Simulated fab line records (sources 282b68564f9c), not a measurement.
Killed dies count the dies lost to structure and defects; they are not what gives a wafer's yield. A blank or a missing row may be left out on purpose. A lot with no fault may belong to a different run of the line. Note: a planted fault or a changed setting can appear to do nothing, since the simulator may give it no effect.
A struck lot beside a sound one	flow ritCmos	17 out of 202 route steps
Sound: the wafers L555.1, L555.3, L555.5. Struck: wafers L575.2, L575.5, L575.6. The cause is given at the end.
Order at every step that has rows: each side's tool, ch and its chambers, its first start. Under that, the readings that differ: sound wafers	struck wafers	difference of the means	sigmas: that difference in standard deviations of wafers without a fault.
alike: readings with means less than 2 such deviations apart, plus words and numbers identical on both sides. not compared: withheld readings, readings lacking a value on some wafer, bounds such as >300 that could conceal the same value, and numbers that have no deviation in the record and whose values overlap.
Wherever a step has rows on one side only, a row that says differs or no value, or a row with sigmas, the two part there. Numbers that have no deviation but don't overlap get no sigmas and don't part them. Lack of a reading on every wafer of one side parts them only where that side has two or more wafers.

first, 2 steps without rows for these wafers: RIT_NRETRO_HARDBAKE_07 (time 120 s); RIT_NRETRO_IMPLANT_08.
RIT_NRETRO_STRIP_09: strips in O2, time 180 s.
  sound on plasmaAsher-03 ch 0,1, day 2 13:25; struck on plasmaAsher-04 ch 0,1, day 6 17:37
reading	sound	struck	difference	sigmas
drypumpMotorCurrentA (A)	5.3 5.2 5.3	5.9 5.9 5.8	+0.6	+2
  alike: rfReflPowerW
  not compared: rfHoursCounterH
RIT_NRETRO_TW_MEAS_10:
  sound on filmMetro-02, day 2 13:35; struck on filmMetro-02, day 6 17:47
  alike: NRETRO_TW
then, 6 steps without rows for these wafers: RIT_PRETRO_HMDS_00 (prime time 60 s); RIT_PRETRO_COAT_01 (resist thk 1300 nm); RIT_PRETRO_SOFTBAKE_02 (time 60 s); RIT_PRETRO_EXPOSE_03 (exposes mask M5, target cd 43700 nm); RIT_PRETRO_PEB_04; RIT_PRETRO_DEVELOP_05 (develop time 68 s).
RIT_PRETRO_OVL_MEAS_06:
  sound on overlay-01, day 2 14:43; struck on overlay-02, day 6 18:44
  alike: PRETRO_OVL
then, 1 step without rows for these wafers: RIT_PRETRO_HARDBAKE_07 (time 120 s).
RIT_PRETRO_IMPLANT_08:
  sound on implanter-01 ch 0, day 2 15:02; struck on implanter-04 ch 0, day 6 19:02
reading	sound	struck	difference	sigmas
doseIonsCm2	1.2015e+13 1.201e+13 1.1986e+13	1.6341e+13 1.6312e+13 1.6332e+13	+4.3247e+12	+99 or more
faradayCurrentUA	38.8 38.4 37.6	51.5 51.2 52.5	+13.5	+18
  alike: beamEnergyKeV
RIT_PRETRO_STRIP_09: strips in O2, time 180 s.
  sound on plasmaAsher-01 ch 0,1, day 2 15:11; struck on plasmaAsher-03 ch 0,1, day 6 19:10
  alike: drypumpMotorCurrentA, rfReflPowerW
  not compared: rfHoursCounterH
RIT_PRETRO_TW_MEAS_10:
  sound on filmMetro-04, day 2 15:22; struck on filmMetro-01, day 6 19:20
reading	sound	struck	difference	sigmas
PRETRO_TW	479 474 476	530 530 526	+52	+13
then, 1 step without rows for these wafers: RIT_GATE_WET_ETCH_00 (etches SiO2 in BOE, target depth 56 nm, time 62.62 s).
RIT_M1_PROBE_99:
  sound on prober-02, day 3 20:03; struck on prober-02, day 7 23:05
reading	sound	struck	difference	sigmas
model.etest.nmos_0p3.rOnOhmUm	2120 2135 2112	2380 2403 2348	+255	
model.etest.nmos_0p15.rOnOhmUm	1062 1073 1054	1279 1290 1247	+209	
model.etest.nmosTurned.driveUaUm	346.8 350.4 355.7	244.4 241.8 252.8	-104.6	
model.etest.nmos_0p15.driveUaUm	493 490.1 511.2	408.5 394.4 405.4	-95.3	
model.etest.nmos_0p3.driveUaUm	227.3 224.4 226.2	194.4 193.9 192.6	-32.3	
model.etest.nmosNarrow.driveUaUm	228.8 223.4 228.3	196.9 198.2 195.8	-29.9	
model.etest.retroEdgeNmos.offLog10AUm	-9.473 -9.349 -9.036	-11.34 -11.48 -11.35	-2.10	
model.etest.nmos_0p15.offLog10AUm	-9.503 -9.605 -9.18	-11.46 -11.67 -11.53	-2.12	
  alike: killedAtFrontEnd, killedDies, killedOpen, killedShort

## WHERE THEY PART
At RIT_NRETRO_STRIP_09 first; at RIT_PRETRO_TW_MEAS_10 last (within this record only). Later steps at which nothing parts them and some readings are alike: RIT_M1_PROBE_99.

WHY: whatever the simulator had introduced
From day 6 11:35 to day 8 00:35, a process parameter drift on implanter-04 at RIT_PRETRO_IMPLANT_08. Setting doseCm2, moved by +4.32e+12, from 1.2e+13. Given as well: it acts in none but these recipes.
